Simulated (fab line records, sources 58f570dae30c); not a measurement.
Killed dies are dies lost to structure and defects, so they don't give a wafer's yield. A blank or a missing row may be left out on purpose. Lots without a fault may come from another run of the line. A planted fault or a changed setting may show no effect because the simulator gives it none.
One fault seen from 2 desks | flow berkeley_cmos170 | each desk has only its own numbers; what lay behind them comes last

THE METROLOGY DESK
What the gauges read, lot by lot, whatever tool the lot ran on: means of the sampled wafers that have a number. A lot is out of limits, marked OUT, if its mean lies more than 4 standard deviations from the usual mean; the brackets give that distance.
Columns: A = SCREENOX_OXIDE_THK at UCB170_SCREENOX_THK_MEAS_02, usual 14.2 nm; B = PSD_RS at UCB170_SDANNEAL_RS_MEAS_02, usual 75.7 ohm/sq; C = NSD_RS at UCB170_SDANNEAL_RS_MEAS_03, usual 37.32 ohm/sq; D = PLDD_RS at UCB170_SDANNEAL_RS_MEAS_04, usual 1033.4 ohm/sq; E = CONTACT_OVL at UCB170_CONTACT_OVL_MEAS_16, usual 0 nm
lot  | first seen here | A    | B              | C               | D                 | E
L999 | day 5 22:30     | 14.6 | 75.4           | 37.28           | 1033.4            | 4
L998 | day 6 11:28     | 14.1 | 75.7           | 37.21           | 1030.1            | 1
L100 | day 6 11:29     | 14.7 | 75.7           | 37.37           | 1033.6            | -7
L101 | day 6 22:00     | 13.6 | 75.4           | 37.24           | 1036.5            | 2
L103 | day 6 22:04     | 14.1 | 65.3 (-35) OUT | 35.61 (-21) OUT | 1013.4 (-8.3) OUT | -4
L102 | day 6 22:04     | 13.8 | 66.1 (-32) OUT | 35.80 (-19) OUT | 1011.3 (-9.2) OUT | -8
L109 | day 7 23:16     | 14.0 | 75.3           | 37.24           | 1035.2            | -0
L106 | day 7 23:17     | 13.8 | 75.7           | 37.31           | 1034.0            | -2
L110 | day 8 10:40     | 13.8 | 75.9           | 37.38           | 1031.1            | -1
L116 | day 9 07:28     | 14.1 | 75.7           | 37.41           | 1037.5            | 5
L117 | day 9 17:05     | 14.6 | 75.7           | 37.33           | 1034.6            | 0
L118 | day 9 17:06     | 14.8 | 75.6           | 37.42           | 1034.4            | -2
L119 | day 10 02:46    | 14.3 | 75.3           | 37.30           | 1034.0            | 1
L120 | day 10 02:49    | 14.7 | 75.6           | 37.24           | 1032.9            | 6
This desk's finding: out of limits on L102, L103; first on L103, day 8 10:22 (PSD_RS at UCB170_SDANNEAL_RS_MEAS_02). In limits: L999, L998, L100, L101, L109, L106, L110, L116, L117, L118, L119, L120.

THE TOOL OWNER'S DESK: rtp_anneal-01
The tool's own readings at UCB170_SDANNEAL_RTA_01 (time 5 s): means of the sampled wafers that have a number, for each lot that ran on this tool. A lot is out of limits, marked OUT, if its mean lies more than 4 standard deviations from the usual mean; the brackets give that distance.
Columns: A = lamp_power_pct at UCB170_SDANNEAL_RTA_01, usual 39.7 %; B = wafer_temp_C_max at UCB170_SDANNEAL_RTA_01, usual 1052.9
lot  | first seen here | A    | B
L999 | day 7 08:37     | 39.1 | 1052.2
L100 | day 7 21:25     | 39.1 | 1053.0
L103 | day 8 10:17     | 41.7 | 1077.0 (+34) OUT
L102 | day 8 10:55     | 41.7 | 1077.5 (+35) OUT
L117 | day 11 12:26    | 39.1 | 1053.0
L118 | day 11 15:20    | 39.1 | 1052.7
L119 | day 11 15:51    | 39.1 | 1052.3
This desk's finding: out of limits on L102, L103; first on L103, day 8 10:17 (wafer_temp_C_max at UCB170_SDANNEAL_RTA_01). In limits: L999, L100, L117, L118, L119.

PUT TOGETHER
The tool owner's desk could have raised an alarm at day 8 10:17, on L102, L103.
The metrology desk could have raised an alarm at day 8 10:22, on L102, L103.
Of the lots named, all ran UCB170_SDANNEAL_RTA_01 on rtp_anneal-01.

WHAT THE SIMULATOR HAD PUT IN
Process parameter drift: rtp_anneal-01, from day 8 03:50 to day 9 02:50, at UCB170_SDANNEAL_RTA_01. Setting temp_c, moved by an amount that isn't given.
Lots struck among those shown: L102, L103.
Hours from the fault's start to each desk's first reading out of limits: the tool owner's desk, 6; the metrology desk, 7.
